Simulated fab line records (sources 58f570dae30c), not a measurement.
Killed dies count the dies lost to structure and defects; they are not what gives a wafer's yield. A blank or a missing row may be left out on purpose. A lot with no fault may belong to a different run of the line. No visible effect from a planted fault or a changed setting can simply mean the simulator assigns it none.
Which tool is to blame? :: flow berkeley-cmos170 :: 14 lots with 42 wafers sampled at 5 steps, on a route of 331 steps

== WHAT THE GAUGES READ, wafer by wafer ==
UCB170_V1_CD_MEAS_90: the cd target is 700 nm. Usual: cd-nm reads 700.0 nm (standard deviation 1.4).
lot: L103
measured: day 7 22:47
on: cd-sem-01
cd-nm (nm): 700.7 699.2 699.6
flag: 

lot: L104
measured: day 7 22:54
on: cd-sem-02
cd-nm (nm): 700.5 699.5 698.8
flag: 

lot: L105
measured: day 7 23:31
on: cd-sem-01
cd-nm (nm): 699.5 700.1 699.0
flag: 

lot: L109
measured: day 9 00:59
on: cd-sem-02
cd-nm (nm): 700.8 702.3 699.4
flag: 

lot: L110
measured: day 9 00:38
on: cd-sem-02
cd-nm (nm): 700.2 698.2 701.3
flag: 

lot: L116
measured: day 10 18:29
on: cd-sem-02
cd-nm (nm): 703.0 703.2 702.4
flag: 

lot: L115
measured: day 10 19:54
on: cd-sem-01
cd-nm (nm): 700.2 699.6 698.2
flag: 

lot: L117
measured: day 10 19:23
on: cd-sem-01
cd-nm (nm): 701.1 701.3 699.5
flag: 

lot: L119
measured: day 11 01:42
on: cd-sem-02
cd-nm (nm): 697.9 699.3 698.0
flag: 

lot: L120
measured: day 11 08:57
on: cd-sem-01
cd-nm (nm): 700.7 698.8 701.0
flag: 

lot: L122
measured: day 11 09:14
on: cd-sem-02
cd-nm (nm): 701.6 700.7 700.6
flag: 

lot: L124
measured: day 12 01:22
on: cd-sem-01
cd-nm (nm): 700.4 700.0 698.7
flag: 

lot: L123
measured: day 12 00:40
on: cd-sem-01
cd-nm (nm): 698.3 697.6 698.7
flag: 

lot: L125
measured: day 12 01:19
on: cd-sem-02
cd-nm (nm): 701.2 701.2 700.3
flag: 

UCB170_M3_BOW_MEAS_20. Usual: for M3_BOW the level is 35 um and the standard deviation is 7.3.
lot: L103
measured: day 8 07:17
on: film-metro-02
M3_BOW (um): 45 42 31
flag: 

lot: L104
measured: day 8 08:01
on: film-metro-01
M3_BOW (um): 46 39 44
flag: 

lot: L105
measured: day 8 09:14
on: film-metro-04
M3_BOW (um): 29 29 32
flag: 

lot: L109
measured: day 9 09:35
on: film-metro-04
M3_BOW (um): 30 29 38
flag: 

lot: L110
measured: day 9 09:17
on: film-metro-01
M3_BOW (um): 24 39 39
flag: 

lot: L116
measured: day 11 04:23
on: film-metro-01
M3_BOW (um): 21 28 37
flag: 

lot: L115
measured: day 11 06:12
on: film-metro-02
M3_BOW (um): 41 35 25
flag: 

lot: L117
measured: day 11 05:56
on: film-metro-04
M3_BOW (um): 35 49 34
flag: 

lot: L119
measured: day 11 12:25
on: film-metro-02
M3_BOW (um): 37 45 31
flag: 

lot: L120
measured: day 11 19:53
on: film-metro-01
M3_BOW (um): 39 31 38
flag: 

lot: L122
measured: day 11 20:15
on: film-metro-01
M3_BOW (um): 37 23 24
flag: 

lot: L124
measured: day 12 10:10
on: film-metro-04
M3_BOW (um): 27 20 29
flag: 

lot: L123
measured: day 12 08:31
on: film-metro-01
M3_BOW (um): 42 34 54
flag: 

lot: L125
measured: day 12 09:15
on: film-metro-01
M3_BOW (um): 39 42 52
flag: 

== TOOL THAT RAN EACH LOT (tool first, then ch and the chambers of the sampled wafers, then the start) ==
lot: L103
UCB170_SDANNEAL_RTA_01: rtp-anneal-01 ch 0, day 7 07:08
UCB170_M3_COAT_05: litho-track-03 ch 0, day 8 05:07
UCB170_M3_STRIP_07: plasma-asher-01 ch 0,1, day 8 05:25

lot: L104
UCB170_SDANNEAL_RTA_01: rtp-anneal-01 ch 0, day 7 07:35
UCB170_M3_COAT_05: litho-track-02 ch 0, day 8 05:36
UCB170_M3_STRIP_07: plasma-asher-04 ch 0,1, day 8 05:53

lot: L105
UCB170_SDANNEAL_RTA_01: rtp-anneal-01 ch 0, day 7 07:46
UCB170_M3_COAT_05: litho-track-02 ch 0, day 8 06:47
UCB170_M3_STRIP_07: plasma-asher-02 ch 0,1, day 8 07:03

lot: L109
UCB170_SDANNEAL_RTA_01: rtp-anneal-01 ch 0, day 8 07:31
UCB170_M3_COAT_05: litho-track-03 ch 0, day 9 07:14
UCB170_M3_STRIP_07: plasma-asher-01 ch 0,1, day 9 07:30

lot: L110
UCB170_SDANNEAL_RTA_01: rtp-anneal-02 ch 0, day 8 07:31
UCB170_M3_COAT_05: litho-track-03 ch 0, day 9 06:36
UCB170_M3_STRIP_07: plasma-asher-02 ch 0,1, day 9 06:53

lot: L116
UCB170_SDANNEAL_RTA_01: rtp-anneal-02 ch 0, day 9 21:30
UCB170_M3_COAT_05: litho-track-02 ch 0, day 11 01:49
UCB170_M3_STRIP_07: plasma-asher-04 ch 0,1, day 11 02:07

lot: L115
UCB170_SDANNEAL_RTA_01: rtp-anneal-02 ch 0, day 9 22:14
UCB170_M3_COAT_05: litho-track-02 ch 0, day 11 03:52
UCB170_M3_STRIP_07: plasma-asher-02 ch 0,1, day 11 04:09

lot: L117
UCB170_SDANNEAL_RTA_01: rtp-anneal-01 ch 0, day 9 22:43
UCB170_M3_COAT_05: litho-track-04 ch 0, day 11 02:46
UCB170_M3_STRIP_07: plasma-asher-01 ch 0,1, day 11 03:02

lot: L119
UCB170_SDANNEAL_RTA_01: rtp-anneal-01 ch 0, day 10 09:50
UCB170_M3_COAT_05: litho-track-02 ch 0, day 11 09:49
UCB170_M3_STRIP_07: plasma-asher-02 ch 0,1, day 11 10:06

lot: L120
UCB170_SDANNEAL_RTA_01: rtp-anneal-02 ch 0, day 10 16:00
UCB170_M3_COAT_05: litho-track-02 ch 0, day 11 17:38
UCB170_M3_STRIP_07: plasma-asher-01 ch 0,1, day 11 17:56

lot: L122
UCB170_SDANNEAL_RTA_01: rtp-anneal-01 ch 0, day 10 16:16
UCB170_M3_COAT_05: litho-track-03 ch 0, day 11 18:02
UCB170_M3_STRIP_07: plasma-asher-01 ch 0,1, day 11 18:17

lot: L124
UCB170_SDANNEAL_RTA_01: rtp-anneal-02 ch 0, day 11 09:59
UCB170_M3_COAT_05: litho-track-03 ch 0, day 12 07:40
UCB170_M3_STRIP_07: plasma-asher-02 ch 0,1, day 12 07:57

lot: L123
UCB170_SDANNEAL_RTA_01: rtp-anneal-01 ch 0, day 11 10:02
UCB170_M3_COAT_05: litho-track-04 ch 0, day 12 06:30
UCB170_M3_STRIP_07: plasma-asher-04 ch 0,1, day 12 06:46

lot: L125
UCB170_SDANNEAL_RTA_01: rtp-anneal-02 ch 0, day 11 10:11
UCB170_M3_COAT_05: litho-track-02 ch 0, day 12 06:55
UCB170_M3_STRIP_07: plasma-asher-04 ch 0,1, day 12 07:13
- UCB170_SDANNEAL_RTA_01: time 5 s.
- UCB170_M3_COAT_05: resist thk 900 nm.
- UCB170_M3_STRIP_07: strips in O2.

== WHAT THE TOOLS THEMSELVES READ (means of the sampled wafers that have a number; where no wafer has one, the mark that the record gives instead) ==
UCB170_SDANNEAL_RTA_01. Usual: lamp-power-pct 43 %, standard deviation 3.1; wafer_temp_C_max 1054.5, standard deviation 1.1.
lot: L103
tool: rtp-anneal-01
lamp-power-pct (%): 46
wafer_temp_C_max: 1054.7
flag: 

lot: L104
tool: rtp-anneal-01
lamp-power-pct (%): 46
wafer_temp_C_max: 1054.8
flag: 

lot: L105
tool: rtp-anneal-01
lamp-power-pct (%): 46
wafer_temp_C_max: 1053.5
flag: 

lot: L109
tool: rtp-anneal-01
lamp-power-pct (%): 46
wafer_temp_C_max: 1054.8
flag: 

lot: L110
tool: rtp-anneal-02
lamp-power-pct (%): 39
wafer_temp_C_max: 1052.9
flag: 

lot: L116
tool: rtp-anneal-02
lamp-power-pct (%): 40
wafer_temp_C_max: 1053.8
flag: 

lot: L115
tool: rtp-anneal-02
lamp-power-pct (%): 39
wafer_temp_C_max: 1054.4
flag: 

lot: L117
tool: rtp-anneal-01
lamp-power-pct (%): 46
wafer_temp_C_max: 1055.0
flag: 

lot: L119
tool: rtp-anneal-01
lamp-power-pct (%): 46
wafer_temp_C_max: 1055.8
flag: 

lot: L120
tool: rtp-anneal-02
lamp-power-pct (%): 39
wafer_temp_C_max: 1054.6
flag: 

lot: L122
tool: rtp-anneal-01
lamp-power-pct (%): 46
wafer_temp_C_max: 1055.5
flag: 

lot: L124
tool: rtp-anneal-02
lamp-power-pct (%): 39
wafer_temp_C_max: 1053.3
flag: 

lot: L123
tool: rtp-anneal-01
lamp-power-pct (%): 46
wafer_temp_C_max: 1055.9
flag: 

lot: L125
tool: rtp-anneal-02
lamp-power-pct (%): 39
wafer_temp_C_max: 1053.8
flag: 

UCB170_M3_COAT_05. Usual: resist-line-temp-C 22.98 C, standard deviation 0.12; spin-speed-rpm 1499.9 rpm, standard deviation 1.
lot: L103
tool: litho-track-03
resist-line-temp-C (C): 23.00
spin-speed-rpm (rpm): 1499.1
flag: 

lot: L104
tool: litho-track-02
resist-line-temp-C (C): 23.02
spin-speed-rpm (rpm): 1499.8
flag: 

lot: L105
tool: litho-track-02
resist-line-temp-C (C): 22.93
spin-speed-rpm (rpm): 1500.3
flag: 

lot: L109
tool: litho-track-03
resist-line-temp-C (C): 22.83
spin-speed-rpm (rpm): 1531.1
flag: OFF

lot: L110
tool: litho-track-03
resist-line-temp-C (C): 23.00
spin-speed-rpm (rpm): 1532.4
flag: OFF

lot: L116
tool: litho-track-02
resist-line-temp-C (C): 23.15
spin-speed-rpm (rpm): 1501.0
flag: 

lot: L115
tool: litho-track-02
resist-line-temp-C (C): 22.94
spin-speed-rpm (rpm): 1500.8
flag: 

lot: L117
tool: litho-track-04
resist-line-temp-C (C): 22.97
spin-speed-rpm (rpm): 1499.4
flag: 

lot: L119
tool: litho-track-02
resist-line-temp-C (C): 22.95
spin-speed-rpm (rpm): 1499.9
flag: 

lot: L120
tool: litho-track-02
resist-line-temp-C (C): 22.90
spin-speed-rpm (rpm): 1500.8
flag: 

lot: L122
tool: litho-track-03
resist-line-temp-C (C): 22.92
spin-speed-rpm (rpm): 1498.5
flag: 

lot: L124
tool: litho-track-03
resist-line-temp-C (C): 22.86
spin-speed-rpm (rpm): 1499.6
flag: 

lot: L123
tool: litho-track-04
resist-line-temp-C (C): 23.02
spin-speed-rpm (rpm): 1500.3
flag: 

lot: L125
tool: litho-track-02
resist-line-temp-C (C): 23.09
spin-speed-rpm (rpm): 1498.9
flag: 

UCB170_M3_STRIP_07. Usual: drypump-motor-current-A 5.6 A, standard deviation 0.48; oes-product-au 0.735 a.u., standard deviation 0.0045; strip-time-to-endpoint-s 22.02 s, standard deviation 0.07.
lot: L103
tool: plasma-asher-01
drypump-motor-current-A (A): 5.5
oes-product-au (a.u.): 0.736
strip-time-to-endpoint-s (s): 21.84
flag: 

lot: L104
tool: plasma-asher-04
drypump-motor-current-A (A): 6.2
oes-product-au (a.u.): 0.736
strip-time-to-endpoint-s (s): 21.99
flag: 

lot: L105
tool: plasma-asher-02
drypump-motor-current-A (A): 5.5
oes-product-au (a.u.): 0.737
strip-time-to-endpoint-s (s): 22.00
flag: 

lot: L109
tool: plasma-asher-01
drypump-motor-current-A (A): 5.4
oes-product-au (a.u.): 0.732
strip-time-to-endpoint-s (s): 21.78
flag: OFF

lot: L110
tool: plasma-asher-02
drypump-motor-current-A (A): 5.2
oes-product-au (a.u.): 0.730
strip-time-to-endpoint-s (s): 21.81
flag: OFF

lot: L116
tool: plasma-asher-04
drypump-motor-current-A (A): 6.3
oes-product-au (a.u.): 0.733
strip-time-to-endpoint-s (s): 21.96
flag: 

lot: L115
tool: plasma-asher-02
drypump-motor-current-A (A): 5.5
oes-product-au (a.u.): 0.731
strip-time-to-endpoint-s (s): 21.98
flag: 

lot: L117
tool: plasma-asher-01
drypump-motor-current-A (A): 5.3
oes-product-au (a.u.): 0.738
strip-time-to-endpoint-s (s): 21.97
flag: 

lot: L119
tool: plasma-asher-02
drypump-motor-current-A (A): 5.2
oes-product-au (a.u.): 0.731
strip-time-to-endpoint-s (s): 21.95
flag: 

lot: L120
tool: plasma-asher-01
drypump-motor-current-A (A): 5.4
oes-product-au (a.u.): 0.731
strip-time-to-endpoint-s (s): 21.98
flag: 

lot: L122
tool: plasma-asher-01
drypump-motor-current-A (A): 5.3
oes-product-au (a.u.): 0.738
strip-time-to-endpoint-s (s): 22.03
flag: 

lot: L124
tool: plasma-asher-02
drypump-motor-current-A (A): 5.5
oes-product-au (a.u.): 0.730
strip-time-to-endpoint-s (s): 22.01
flag: 

lot: L123
tool: plasma-asher-04
drypump-motor-current-A (A): 6.3
oes-product-au (a.u.): 0.736
strip-time-to-endpoint-s (s): 22.12
flag: 

lot: L125
tool: plasma-asher-04
drypump-motor-current-A (A): 6.3
oes-product-au (a.u.): 0.733
strip-time-to-endpoint-s (s): 22.07
flag: 

== THE ANSWER, worked out from the rows above alone ==
Rule: a lot counts as off when the mean over its wafers that have a number is more than 3 standard deviations away from the usual mean. Also off: a lot with no number at a reading for which 4 or more lots have one. Any other lot the step has rows for is counted as sound. The gauges are gone through in route order, then the tools' own readings, and for those a lot's mean is taken as printed above. The first step at which some lot is off is used, and at that step the reading that is off furthest; a lot without a number counts as furthest.
Off: L109, L110 (UCB170_M3_COAT_05, spin-speed-rpm).
If a tool, at that step or one of the process steps before it, ran each lot that is off and ran no sound lot following the first of them, it fits. Of those tried, none fits.

== WHAT HAD BEEN PUT IN BY THE SIMULATOR ==
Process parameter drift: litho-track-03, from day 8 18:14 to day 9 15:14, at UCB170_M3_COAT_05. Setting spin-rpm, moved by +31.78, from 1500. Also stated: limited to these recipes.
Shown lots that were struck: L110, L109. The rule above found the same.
